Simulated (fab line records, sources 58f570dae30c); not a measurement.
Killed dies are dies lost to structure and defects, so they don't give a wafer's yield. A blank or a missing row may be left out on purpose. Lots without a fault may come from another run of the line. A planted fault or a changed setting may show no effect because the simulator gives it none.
Which tool did it? | flow berkeley_cmos170 | 14 lots, 41 wafers sampled, at 2 steps of a route of 331

WHAT THE GAUGES READ, wafer by wafer
UCB170_V1_CD_MEAS_12: target cd 700 nm.
lot  | measured     | on        | cd_nm (nm)
L146 | day 6 23:41  | cd_sem-01 | 701.5 701.1 699.7
L148 | day 7 12:31  | cd_sem-02 | 699.2 699.4 699.5
L147 | day 7 12:46  | cd_sem-02 | 699.8 698.7 699.4
L149 | day 8 01:25  | cd_sem-02 | 698.3 698.8 699.2
L150 | day 8 11:23  | cd_sem-02 | 698.4 697.8 699.3
L151 | day 8 11:41  | cd_sem-01 | 699.0 700.0 699.3
L153 | day 9 05:44  | cd_sem-01 | 700.5 701.9 700.9
L158 | day 9 21:36  | cd_sem-01 | 697.4 697.4 697.8
L160 | day 10 10:39 | cd_sem-01 | 715.8 716.1
L161 | day 10 20:11 | cd_sem-02 | 709.7 709.8 710.3
L164 | day 11 01:20 | cd_sem-01 | 698.3 698.5 700.5
L166 | day 11 14:02 | cd_sem-02 | 699.3 698.7 697.7
L169 | day 12 05:22 | cd_sem-01 | 698.2 698.2 697.2
L168 | day 12 05:22 | cd_sem-02 | 700.0 700.4 700.2

WHICH TOOL RAN EACH LOT (tool, then ch and the chambers of the sampled wafers, then the start)
lot  | UCB170_V1_PEB_10
L146 | litho_track-04 ch 0, day 6 23:25
L148 | litho_track-04 ch 0, day 7 12:14
L147 | litho_track-02 ch 0, day 7 12:30
L149 | litho_track-04 ch 0, day 8 01:08
L150 | litho_track-02 ch 0, day 8 11:07
L151 | litho_track-01 ch 0, day 8 11:25
L153 | litho_track-04 ch 0, day 9 05:28
L158 | litho_track-02 ch 0, day 9 21:19
L160 | litho_track-02 ch 0, day 10 10:24
L161 | litho_track-02 ch 0, day 10 19:55
L164 | litho_track-04 ch 0, day 11 01:03
L166 | litho_track-01 ch 0, day 11 13:46
L169 | litho_track-01 ch 0, day 12 05:05
L168 | litho_track-04 ch 0, day 12 05:07
- UCB170_V1_PEB_10

WHAT THE TOOLS THEMSELVES READ (means of the sampled wafers that have a number; where no wafer has one, the mark that the record gives instead)
The record holds no such reading with a usual standard deviation.

THE ANSWER, worked out from the rows above alone
Rule: what is usual is taken from the lots themselves. Put in order of their means at a reading, lots are off if they are a third of the lots or fewer, leave a main group of 4 or more, and stand apart from it by a gap of 3 or more times the standard deviation of the main group's means; of several such gaps the widest counts. A main group whose means are all the same, to the digits that the tables above print for the reading, isn't used. A lot without any number at a reading at which 4 lots or more have one is off too. The other lots that the step has rows for count as sound. The gauges are gone through in route order, then the tools' own readings, and for those a lot's mean is taken as printed above. The first step at which some lot is off is used, and at that step the reading that is off furthest; a lot without a number counts as furthest.
Off: L160, L161, at UCB170_V1_CD_MEAS_12 (cd_nm). The main group: mean 699.2 nm, standard deviation 1.
A tool fits if, at a process step before that reading, it ran every lot that is off, and no sound lot after the first of them. The gauges at UCB170_V1_CD_MEAS_12 are tried like those tools. One fits: litho_track-02 at UCB170_V1_PEB_10. Its last sound lot is L158 (day 9 21:19), its first lot that is off L160 (day 10 10:24): a fault that began between those two fits.

WHAT THE SIMULATOR HAD PUT IN
Process parameter drift: litho_track-02, from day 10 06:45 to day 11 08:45, at UCB170_V1_PEB_10. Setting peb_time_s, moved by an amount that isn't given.
Lots struck among those shown: L160, L161. The rule above found the same.
